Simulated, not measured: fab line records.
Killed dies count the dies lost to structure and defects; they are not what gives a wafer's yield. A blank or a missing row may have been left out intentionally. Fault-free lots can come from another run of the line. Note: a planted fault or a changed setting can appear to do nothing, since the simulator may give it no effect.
Commonality check across tools	flow berkeleyCmos170	13 lots and 39 wafers in the sample

== WHAT PROMPTED THE OPENING ==
At UCB170_GATE_CD_MEAS_12 the reading cdNm is flagged on 1 of 13 lots. No-fault wafers: 350.5 nm, standard deviation 1.7.
Rule: flag the lot when none of its wafers has a number, or when each of its wafers that has one lies beyond 4 standard deviations from that mean. The rest of the lots are taken to be sound.

lot	measured	on	cdNm (nm), wafer by wafer	flag
L648	day 7 03:46	cdSem-02	352.1 351.5 352.9	
L652	day 7 17:01	cdSem-01	351.6 351.5 351.0	
L649	day 7 17:43	cdSem-02	349.6 349.5 349.7	
L651	day 7 17:58	cdSem-02	349.6 347.5 347.7	
L653	day 8 11:24	cdSem-01	350.8 350.7 352.1	
L656	day 8 11:47	cdSem-01	352.5 351.8 350.5	
L657	day 9 00:48	cdSem-01	377.6 376.3 377.5	FLAGGED
L658	day 9 01:04	cdSem-01	351.8 349.7 350.1	
L667	day 11 08:55	cdSem-01	349.9 349.4 348.1	
L666	day 11 09:01	cdSem-02	351.1 350.6 351.2	
L669	day 11 09:14	cdSem-02	348.9 349.1 348.0	
L670	day 11 16:35	cdSem-01	351.2 351.5 351.4	
L671	day 11 16:52	cdSem-02	347.3 347.4 348.6	
The numbers of the flagged lots are 377.1 nm on average: +26.6 nm against the usual, or +16 standard deviations.

== TOOL THAT RAN EACH LOT ==
The record keeps 1 process step preceding the reading, out of 331 steps on the route. Cell contents, in order: the tool; ch with the chambers the sampled wafers went through; the start.
lot	flag	UCB170_GATE_EXPOSE_09
L648		krfScanner-02 ch 0, day 7 03:10
L652		krfScanner-02 ch 0, day 7 15:52
L649		krfScanner-02 ch 0, day 7 16:30
L651		krfScanner-02 ch 0, day 7 16:35
L653		krfScanner-01 ch 0, day 8 10:55
L656		krfScanner-01 ch 0, day 8 11:24
L657	FLAGGED	krfScanner-01 ch 0, day 9 00:05
L658		krfScanner-02 ch 0, day 9 00:16
L667		krfScanner-01 ch 0, day 11 08:11
L666		krfScanner-02 ch 0, day 11 08:28
L669		krfScanner-01 ch 0, day 11 08:48
L670		krfScanner-01 ch 0, day 11 15:52
L671		krfScanner-02 ch 0, day 11 16:11
What is done by these steps:
- UCB170_GATE_EXPOSE_09: exposes mask POLY, target cd 350 nm.
- UCB170_GATE_CD_MEAS_12: target cd 350 nm.

== FLAGGED OVER TOTAL, TOOL BY TOOL (the gauges that took the reading come last) ==
step	tool	lots run	flagged	share of the flagged lots	sound lots run after its first flagged lot
UCB170_GATE_EXPOSE_09	krfScanner-01	6	1	all	3 (L667,L669,L670)
UCB170_GATE_EXPOSE_09	krfScanner-02	7	0	none	-
UCB170_GATE_CD_MEAS_12	cdSem-01	7	1	all	3 (L658,L667,L670)
UCB170_GATE_CD_MEAS_12	cdSem-02	6	0	none	-

== THE TABLE: WHAT IT ALLOWS ==
Rows of the table that ran all the flagged lots, 2 in number: krfScanner-01 at UCB170_GATE_EXPOSE_09; cdSem-01 at UCB170_GATE_CD_MEAS_12.
- krfScanner-01 at UCB170_GATE_EXPOSE_09: 1 of its 6 lots flagged. Sound lots ran on it after the first flagged one (L667, L669, L670), which a lasting fault on the whole tool wouldn't allow.
- cdSem-01 at UCB170_GATE_CD_MEAS_12: 1 of its 7 lots flagged. Sound lots ran on it after the first flagged one (L658, L667, L670), which a lasting fault on the whole tool wouldn't allow.
No row of the table ran every flagged lot and no sound lot after the first.

== WHAT THE SIMULATOR HAD PUT IN ==
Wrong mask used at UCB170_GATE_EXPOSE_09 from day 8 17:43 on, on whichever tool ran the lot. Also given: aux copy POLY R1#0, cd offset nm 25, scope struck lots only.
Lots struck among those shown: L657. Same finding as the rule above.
